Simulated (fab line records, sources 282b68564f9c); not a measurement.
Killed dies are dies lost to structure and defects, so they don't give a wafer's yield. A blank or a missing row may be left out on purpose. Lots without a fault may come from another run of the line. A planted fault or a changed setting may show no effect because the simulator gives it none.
A struck lot beside a sound one | flow rit_cmos | 18 steps out of a route of 202
Sound: wafers L474.1, L474.3, L474.4. Struck: wafers L482.2, L482.5, L482.6. The cause comes at the end.
At each step with rows: each side's tool, then ch and its chambers, then its first start. Under that, the readings that differ: sound wafers | struck wafers | difference of the means | sigmas: that difference in standard deviations of wafers without a fault.
alike: readings whose means differ by less than 2 such deviations, and words and numbers that are the same on both sides. not compared: withheld readings, readings that some wafer has no value for, bounds like >300 that may hide the same value, and numbers for which the record gives no deviation and whose values overlap.
The two part at a step that has a row with sigmas, a row that says differs or no value, or rows on one side only. Numbers that don't overlap but have no deviation are shown without sigmas and don't part them. A reading that every wafer of one side lacks parts them only if that side has two wafers or more.

RIT_M1_SPUTTER_00: material Al, target thk 400 nm, time 500 s.
  sound on pvd_sputter-02, day 4 05:43; struck on pvd_sputter-03, day 5 16:26
  alike: throttle_valve_pct
RIT_M1_RS_MEAS_01: measures by four-point-probe.
  sound on film_metro-04, day 4 06:01; struck on film_metro-01, day 5 16:44
  reading           | sound                | struck               | difference | sigmas
  M1_AL_RS (ohm/sq) | 0.0727 0.0714 0.0728 | 0.0752 0.0750 0.0740 | +0.0024    | +3
RIT_M1_THK_MEAS_02: measures by xrf.
  sound on film_metro-04, day 4 06:08; struck on film_metro-01, day 5 16:51
  reading        | sound       | struck      | difference | sigmas
  M1_AL_THK (nm) | 395 402 392 | 378 380 388 | -14        | -3
then, 6 steps without rows for these wafers: RIT_M1_HMDS_03 (prime time 60 s); RIT_M1_COAT_04 (resist thk 1283 nm); RIT_M1_SOFTBAKE_05 (time 60 s); RIT_M1_EXPOSE_06 (exposes mask M12, target cd 2600 nm); RIT_M1_PEB_07; RIT_M1_DEVELOP_08 (develop time 68 s).
RIT_M1_CD_MEAS_09: target cd 2600 nm.
  sound on cd_sem-02, day 4 07:11; struck on cd_sem-02, day 5 17:48
  alike: cd_nm
RIT_M1_OVL_MEAS_10:
  sound on overlay-02, day 4 07:19; struck on overlay-01, day 5 17:55
  alike: M1_OVL
then, 1 step without rows for these wafers: RIT_M1_HARDBAKE_11 (time 120 s).
RIT_M1_METAL_ETCH_12: etches Al in Cl2/BCl3, stops on SiO2, time 165 s, target depth 600 nm.
  sound on rie_metal-03 ch 0,1, day 4 07:36; struck on rie_metal-01 ch 0,1, day 5 18:11
  reading                                 | sound             | struck            | difference | sigmas
  rf_fwd_power_W (W)                      | 248.9 249.7 248.4 | 422.5 424.5 423.3 | +174.4     | +99 or more
  model.NOVOLAK_of_M1_COAT_04.thk_nm (nm) | 782.6 806.5 782.1 | 560.4 572 557.7   | -227.0     |
  model.M1.cd_nm (nm)                     | 2598 2598 2598    | 2556 2554 2553    | -44        |
  model.M1.feature_depth_nm (nm)          | 436.7 441.5 436   | 447.2 447.7 453.6 | +11.4      |
  alike: drypump_motor_current_A, oes_product_au, throttle_valve_pct
  not compared: rf_hours_counter_h
then, 1 step without rows for these wafers: RIT_M1_STRIP_13 (strips in nmp, time 600 s).
RIT_M1_STRIP_14: strips in O2, time 180 s.
  sound on plasma_asher-04 ch 0,1, day 4 07:59; struck on plasma_asher-03 ch 0,1, day 5 18:32
  alike: drypump_motor_current_A
  not compared: rf_hours_counter_h
RIT_M1_CD_MEAS_90: target cd 2600 nm.
  sound on cd_sem-01, day 4 08:13; struck on cd_sem-01, day 5 18:43
  reading    | sound                | struck               | difference | sigmas
  cd_nm (nm) | 2597.4 2598.0 2597.9 | 2556.2 2554.5 2552.8 | -43.3      | -19
then, 1 step without rows for these wafers: RIT_M1_ANNEAL_15 (time 1800 s).
RIT_M1_PROBE_99:
  sound on prober-02, day 4 12:59; struck on prober-01, day 5 20:45
  reading                                 | sound                       | struck                  | difference | sigmas
  model.etest.m1.width_nm (nm)            | 2593 2594 2598              | 2553 2553 2558          | -40        |
  model.etest.antenna_m1.gate_log10_a_cm2 | -5.521 -5.707 -5.657        | -3.311 -3.371 -3.034    | +2.390     |
  model.etest.antenna_m1.vt_shift_v (V)   | -0.01512 -0.007825 -0.01145 | -0.1123 -0.1055 -0.1108 | -0.0981    |
  alike: defect_limited_yield, killed_at_M0_to_M3, killed_at_contacts, killed_at_front_end, killed_dies, killed_open, killed_short, sort_bin_3_pad_short, sort_bin_5_function, sort_bin_6_memory, sort_n_pass, sort_yield_pct, model.etest.antenna_m1.over_limit

WHERE THEY PART
First at RIT_M1_RS_MEAS_01; last, within this record, at RIT_M1_CD_MEAS_90. Later steps at which nothing parts them and some readings are alike: RIT_M1_PROBE_99.

WHY: what the simulator had put in
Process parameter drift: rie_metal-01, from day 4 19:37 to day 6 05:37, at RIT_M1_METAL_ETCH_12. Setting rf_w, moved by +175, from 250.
